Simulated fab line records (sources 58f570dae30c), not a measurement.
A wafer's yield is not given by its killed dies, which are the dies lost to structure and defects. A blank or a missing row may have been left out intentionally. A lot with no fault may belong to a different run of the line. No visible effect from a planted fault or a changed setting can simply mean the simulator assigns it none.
A lot that was struck, set against a sound lot + flow berkeleyCmos170 + 26 steps out of a route of 331
Sound: these wafers, L691.1, L691.2, L691.6. Wafers struck: L690.2, L690.3, L690.6. The cause is given at the end.
Each step with rows lists, per side, the tool, then ch with its chambers, then its first start. Under that, the readings that differ: sound wafers + struck wafers + difference of the means + sigmas: that difference in standard deviations of wafers without a fault.
alike: words and numbers the same on both sides, and readings whose means are apart by under 2 such deviations; not compared: readings that were withheld, readings missing a value for some wafer, numbers with overlapping values and no deviation given by the record, and bounds like >300 which may hide the same value.
The two part at a step that has a row with sigmas, a row that says differs or no value, or rows on one side only. Numbers that don't overlap but have no deviation are shown without sigmas and don't part them. A reading missing from all wafers of one side parts the sides only when that side holds two or more wafers.

first, 4 steps without rows for these wafers: UCB170_M2_SOFTBAKE_11 (time 60 s); UCB170_M2_EXPOSE_12 (exposes mask METAL2, target cd 700 nm); UCB170_M2_PEB_13; UCB170_M2_DEVELOP_14 (develop time 46.6 s).
UCB170_M2_CD_MEAS_15: the cd target is 700 nm.
  sound on cdSem-01, day 10 10:49; struck on cdSem-02, day 9 10:02
  alike: cdNm
UCB170_M2_OVL_MEAS_16:
  sound on overlay-01, day 10 10:56; struck on overlay-02, day 9 10:08
  alike: M2_OVL
UCB170_M2_ETCH_17: etches BARC in N2/H2.
  sound on rieDiel-02 ch 0,1,2, day 10 10:58; struck on rieDiel-03 ch 1,2,3, day 9 10:10
  alike: drypumpMotorCurrentA, h2FlowSccm, n2FlowSccm, oesProductAu, throttleValvePct
UCB170_M2_METAL_ETCH_18: etches Al in Cl2/BCl3, stops on SiO2, target depth 1170 nm, time 195 s.
  sound on rieMetal-04 ch 0,1, day 10 11:01; struck on rieMetal-02 ch 0, day 9 10:13
| reading                  | sound       | struck      | difference | sigmas |
|--------------------------|-------------|-------------|------------|--------|
| drypumpMotorCurrentA (A) | 5.6 5.4 5.4 | 6.3 6.3 6.3 | +0.8       | +2     |
  alike: oesProductAu, throttleValvePct
  not compared: rfHoursCounterH
UCB170_M2_STRIP_19: strips in O2.
  sound on plasmaAsher-02 ch 0,1, day 10 11:12; struck on plasmaAsher-01 ch 0,1, day 9 10:24
| reading                  | sound       | struck      | difference | sigmas |
|--------------------------|-------------|-------------|------------|--------|
| drypumpMotorCurrentA (A) | 6.5 6.6 6.5 | 5.8 5.0 5.0 | -1.3       | -2     |
  alike: oesProductAu
  not compared: rfHoursCounterH
UCB170_M2_CD_MEAS_90: the cd target is 700 nm.
  sound on cdSem-01, day 10 11:18; struck on cdSem-01, day 9 10:31
  alike: cdNm
UCB170_V2_CVD_00: deposits SiO2 from TEOS/O2, target thk 2000 nm, time 250 s.
  sound on pecvd-01 ch 0,2, day 10 11:25; struck on pecvd-01 ch 0,1,2, day 9 10:37
  alike: heaterPowerW, pressureMtorr, susceptorTempC
  not compared: sinceWetCleanH
UCB170_V2_THK_MEAS_01:
  sound on filmMetro-04, day 10 11:34; struck on filmMetro-04, day 9 10:47
  alike: V2_TEOS_THK
UCB170_V2_CMP_02: polishes SiO2.
  sound on cmp-01 ch 0,1,3, day 10 11:55; struck on cmp-02 ch 0,3, day 9 10:50
  no value came back on the struck wafers for edgeZonePressureFrac, headPressurePsi (psi), motorCurrentA (A); on the sound wafers edgeZonePressureFrac reads 1.005 0.998 0.987
| reading                            | sound            | struck         | difference | sigmas |
|------------------------------------|------------------|----------------|------------|--------|
| model.SiO2_of_V2_CVD_00.thkNm (nm) | 998.7 999.3 1000 | 1966 1991 1999 | +986       |        |
UCB170_V2_BOW_MEAS_03:
  sound on filmMetro-04, day 10 12:07; struck on filmMetro-02, day 9 11:10
| reading     | sound    | struck   | difference | sigmas |
|-------------|----------|----------|------------|--------|
| V2_BOW (um) | 34 28 38 | 49 68 64 | +27        | +4     |
UCB170_V2_THK_MEAS_04:
  sound on filmMetro-04, day 10 12:14; struck on filmMetro-02, day 9 11:16
| reading              | sound              | struck               | difference | sigmas      |
|----------------------|--------------------|----------------------|------------|-------------|
| V2_POLISHED_THK (nm) | 998.5 999.4 1000.8 | 1967.8 1991.1 1998.4 | +986.2     | +99 or more |
then, 7 steps without rows for these wafers: UCB170_V2_CLEAN_05 (cleans in DIW); UCB170_V2_HMDS_06 (prime time 60 s); UCB170_V2_COAT_07 (resist thk 900 nm); UCB170_V2_SOFTBAKE_08 (time 60 s); UCB170_V2_EXPOSE_09 (exposes mask VIA2, target cd 700 nm); UCB170_V2_PEB_10; UCB170_V2_DEVELOP_11 (develop time 45 s).
UCB170_V2_CD_MEAS_12: the cd target is 700 nm.
  sound on cdSem-02, day 10 13:36; struck on cdSem-01, day 9 12:34
  alike: cdNm
UCB170_V2_OVL_MEAS_13:
  sound on overlay-02, day 10 13:43; struck on overlay-02, day 9 12:40
  alike: V2_OVL
UCB170_V2_ETCH_14: etches SiO2 in CHF3/CF4/Ar, stops on Al, target depth 1250 nm, time 291 s.
  sound on rieDiel-01 ch 0,1, day 10 13:45; struck on rieDiel-04 ch 0,2,3, day 9 12:42
| reading                      | sound             | struck            | difference | sigmas |
|------------------------------|-------------------|-------------------|------------|--------|
| oesProductAu (a.u.)          | 0.876 0.909 0.875 | 1.677 1.628 1.643 | +0.763     | +59    |
| model.etch.depthNm (nm)      | 998.7 999.3 1000  | 1263 1277 1266    | +269       |        |
| model.V2.featureDepthNm (nm) | 998.8 999.5 1000  | 1263 1277 1266    | +269       |        |
  alike: drypumpMotorCurrentA, throttleValvePct
  not compared: rfHoursCounterH
UCB170_V2_STRIP_15: strips in O2.
  sound on plasmaAsher-02 ch 0,1, day 10 13:56; struck on plasmaAsher-03 ch 0,1, day 9 12:52
| reading                  | sound             | struck            | difference | sigmas |
|--------------------------|-------------------|-------------------|------------|--------|
| stripTimeToEndpointS (s) | 15.39 15.31 15.46 | 15.17 15.08 15.18 | -0.24      | -3     |
  alike: drypumpMotorCurrentA, oesProductAu
  not compared: rfHoursCounterH

## WHERE THEY PART
Last at UCB170_V2_STRIP_15 as far as this record goes, first at UCB170_M2_METAL_ETCH_18.

WHY: what the simulator had put in
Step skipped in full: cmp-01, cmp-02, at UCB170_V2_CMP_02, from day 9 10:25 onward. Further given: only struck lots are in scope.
